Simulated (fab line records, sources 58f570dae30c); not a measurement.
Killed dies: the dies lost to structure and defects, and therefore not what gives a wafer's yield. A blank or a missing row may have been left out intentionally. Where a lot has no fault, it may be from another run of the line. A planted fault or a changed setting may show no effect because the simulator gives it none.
Struck lot and sound lot, side by side + flow berkeley cmos170 + 19 out of 331 route steps
Sound: wafers L369.4, L369.5, L369.6. Wafers L387.1, L387.2, L387.4 were the ones struck. The cause is given at the end.
Each step with rows lists, per side, the tool, then ch with its chambers, then its first start. Under that, the readings that differ: sound wafers + struck wafers + difference of the means + sigmas: that difference in standard deviations of wafers without a fault.
alike: a reading whose means differ by less than 2 such deviations, as well as words and numbers matching on both sides. not compared: withheld readings; readings where some wafer has no value; bounds like >300 that might hide an equal value; numbers whose values overlap and for which the record gives no deviation.
Wherever a step has rows on one side only, a row that says differs or no value, or a row with sigmas, the two part there. Numbers that have no deviation but don't overlap get no sigmas and don't part them. A reading that every wafer of one side lacks parts them only if that side has two wafers or more.

first, 2 steps without rows for these wafers: UCB170_GATE_PEB_10; UCB170_GATE_DEVELOP_11 (develop time 45 s).
UCB170_GATE_CD_MEAS_12: the cd target is 350 nm.
  sound on cd sem-02 at day 7 11:20; struck on cd sem-01 at day 12 21:13
  alike: cd nm
UCB170_GATE_OVL_MEAS_13:
  sound on overlay-02 at day 7 11:25; struck on overlay-01 at day 12 21:20
  alike: GATE_OVL
UCB170_GATE_ETCH_14: etches BARC in N2/H2.
  sound on rie diel-04 ch 0,1,2, day 7 11:27; struck on rie diel-03 ch 0,2,3, day 12 21:22
  alike: drypump motor current A, oes product au, throttle valve pct
UCB170_GATE_ETCH_15: etches poly-Si in HBr/Cl2, stops on SiO2, time 56.3 s, target depth 278.2 nm.
  sound on rie si-01 ch 0,1, day 7 11:28; struck on rie si-01 ch 0,1,2, day 12 21:24
| reading                      | sound          | struck         | difference | sigmas |
|------------------------------|----------------|----------------|------------|--------|
| he backside leak sccm (sccm) | 3.46 2.78 2.96 | 2.33 2.86 2.41 | -0.53      | -2     |
  alike: drypump motor current A, oes product au, throttle valve pct
  not compared: rf hours counter h
UCB170_GATE_STRIP_16: strips in O2.
  sound on plasma asher-01 ch 0,1, day 7 11:33; struck on plasma asher-02 ch 0,1, day 12 21:27
  alike: drypump motor current A, oes product au
  not compared: rf hours counter h
UCB170_GATE_CD_MEAS_90: the cd target is 350 nm.
  sound on cd sem-02 at day 7 11:40; struck on cd sem-01 at day 12 21:33
  alike: cd nm
then, 4 steps without rows for these wafers: UCB170_GATE_CLEAN_17 (cleans in SPM, time 600 s); UCB170_PLDD_HMDS_00 (prime time 60 s); UCB170_PLDD_COAT_01 (resist thk 900 nm); UCB170_PLDD_SOFTBAKE_02 (time 60 s).
UCB170_PLDD_EXPOSE_03: exposes mask PSELECT, target cd 1200 nm.
  sound on krf scanner-02 ch 0, day 7 12:28; struck on krf scanner-01 ch 0, day 12 22:59
| reading                      | sound                | struck            | difference | sigmas |
|------------------------------|----------------------|-------------------|------------|--------|
| model.PLDD.overlay x nm (nm) | -1.648 -1.648 -1.648 | 323.2 323.2 323.2 | +324.8     |        |
  alike: mask
then, 2 steps without rows for these wafers: UCB170_PLDD_PEB_04; UCB170_PLDD_DEVELOP_05 (develop time 45 s).
UCB170_PLDD_CD_MEAS_06: the cd target is 1200 nm.
  sound on cd sem-01 at day 7 12:52; struck on cd sem-01 at day 12 23:44
| reading    | sound                | struck               | difference | sigmas |
|------------|----------------------|----------------------|------------|--------|
| cd nm (nm) | 1200.3 1198.7 1199.2 | 1204.1 1203.2 1201.1 | +3.4       | +2     |
UCB170_PLDD_OVL_MEAS_07:
  sound on overlay-02 at day 7 12:56; struck on overlay-02 at day 12 23:51
| reading       | sound   | struck      | difference | sigmas |
|---------------|---------|-------------|------------|--------|
| PLDD_OVL (nm) | 5 -2 -2 | 323 320 320 | +321       | +62    |
following that, these wafers have no rows for 1 step: UCB170_PLDD_IMPLANT_08.
UCB170_M3_PROBE_99:
  sound on prober-02 at day 9 03:20; struck on prober-02 at day 14 18:27
| reading                             | sound           | struck            | difference | sigmas |
|-------------------------------------|-----------------|-------------------|------------|--------|
| model.etest.pldd.line ohm um        | 1808 1785 1762  | 2488 2531 2528    | +731       |        |
| model.etest.pldd.width nm (nm)      | 622 631.6 621.2 | 447.4 447.4 451.4 | -176.2     |        |
| model.etest.pmos narrow.drive ua um | 147.5 146.4 144 | 141.4 140.8 141.7 | -4.7       |        |

== WHERE THEY PART ==
At UCB170_GATE_ETCH_15 first; at UCB170_PLDD_OVL_MEAS_07 last (within this record only).

WHY: whatever the simulator had introduced
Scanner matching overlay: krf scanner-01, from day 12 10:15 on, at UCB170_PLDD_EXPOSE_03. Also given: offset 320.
